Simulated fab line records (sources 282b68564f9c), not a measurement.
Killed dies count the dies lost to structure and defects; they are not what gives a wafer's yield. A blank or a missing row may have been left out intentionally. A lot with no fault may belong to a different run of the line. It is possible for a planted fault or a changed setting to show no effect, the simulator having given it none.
A lot that was struck, set against a sound lot	flow rit-cmos	22 steps out of a route of 202
Sound: wafers L579.1, L579.2, L579.6. Wafers L583.1, L583.2, L583.6 were the ones struck. At the end, the cause is stated.
Order at every step that has rows: each side's tool, ch and its chambers, its first start. Under that, the readings that differ: sound wafers	struck wafers	difference of the means	sigmas: that difference in standard deviations of wafers without a fault.
alike: same words and numbers on both sides, and readings whose means sit less than 2 such deviations apart. not compared: any withheld reading, any reading some wafer has no value for, any bound like >300 that may hide the same value, and any number with overlapping values for which the record gives no deviation.
Wherever a step has rows on one side only, a row that says differs or no value, or a row with sigmas, the two part there. When numbers do not overlap yet have no deviation, they are printed without sigmas and do not part them. A reading that every wafer of one side lacks parts them only if that side has two wafers or more.

first, 2 steps without rows for these wafers: RIT_NSD_HARDBAKE_07 (time 60 s); RIT_NSD_IMPLANT_08.
RIT_NSD_STRIP_09: strips in O2, time 180 s.
  sound on plasma-asher-01 ch 0,1, day 3 08:49; struck on plasma-asher-01 ch 0,1, day 4 07:35
  alike: drypump-motor-current-A, rf-refl-power-W
  not compared: rf-hours-counter-h
RIT_NSD_TW_MEAS_10:
  sound: film-metro-01 at day 3 08:59; struck: film-metro-02 at day 4 07:46
  alike: NSD_TW
then, 6 steps without rows for these wafers: RIT_PSD_HMDS_00 (prime time 60 s); RIT_PSD_COAT_01 (resist thk 1000 nm); RIT_PSD_SOFTBAKE_02 (time 60 s); RIT_PSD_EXPOSE_03 (exposes mask M10, target cd 40900 nm); RIT_PSD_PEB_04; RIT_PSD_DEVELOP_05 (develop time 50 s).
RIT_PSD_OVL_MEAS_06:
  sound: overlay-02 at day 3 09:54; struck: overlay-01 at day 4 08:40
  alike: PSD_OVL
then, 1 step without rows for these wafers: RIT_PSD_HARDBAKE_07 (time 60 s).
RIT_PSD_IMPLANT_08:
  sound on implanter-02 ch 0, day 3 10:05; struck on implanter-03 ch 0, day 4 09:11
  alike: beam-on-s, tilt-deg
RIT_PSD_STRIP_09: strips in O2, time 180 s.
  sound on plasma-asher-04 ch 0,1, day 3 10:14; struck on plasma-asher-01 ch 0,1, day 4 09:20
  alike: drypump-motor-current-A, rf-refl-power-W
  not compared: rf-hours-counter-h
RIT_PSD_TW_MEAS_10:
  sound: film-metro-02 at day 3 10:25; struck: film-metro-01 at day 4 09:31
reading	sound	struck	difference	sigmas
PSD_TW	3415 3407 3422	3593 3583 3602	+178	+8
then, 3 steps without rows for these wafers: RIT_SDANNEAL_CLEAN_00 (cleans in SC1, time 600 s); RIT_SDANNEAL_CLEAN_01 (cleans in dHF, time 30 s); RIT_SDANNEAL_CLEAN_02 (cleans in SC2, time 600 s).
RIT_SDANNEAL_RTA_03: time 5 s.
  sound on rtp-anneal-01 ch 0, day 3 10:50; struck on rtp-anneal-01 ch 0, day 4 09:56
  alike: wafer_temp_C_max
RIT_SDANNEAL_RS_MEAS_04: measures by four-point-probe.
  sound: film-metro-02 at day 3 10:54; struck: film-metro-04 at day 4 09:59
reading	sound	struck	difference	sigmas
PSD_RS (ohm/sq)	116.2 115.8 115.8	107.8 107.3 107.5	-8.4	-28
RIT_SDANNEAL_RS_MEAS_05: measures by four-point-probe.
  sound: film-metro-02 at day 3 11:01; struck: film-metro-04 at day 4 10:07
reading	sound	struck	difference	sigmas
NSD_RS (ohm/sq)	85.27 84.99 84.87	85.95 85.45 85.63	+0.63	+2
RIT_M1_PROBE_99:
  sound: prober-01 at day 3 18:08; struck: prober-01 at day 4 18:37
  alike: killed-at-contacts, killed-at-front-end, killed-dies, killed-open, killed-short

WHERE THEY PART
First at RIT_PSD_TW_MEAS_10; last, within this record, at RIT_SDANNEAL_RS_MEAS_05. Later steps at which nothing parts them and some readings are alike: RIT_M1_PROBE_99.

WHY: the cause the simulator had injected
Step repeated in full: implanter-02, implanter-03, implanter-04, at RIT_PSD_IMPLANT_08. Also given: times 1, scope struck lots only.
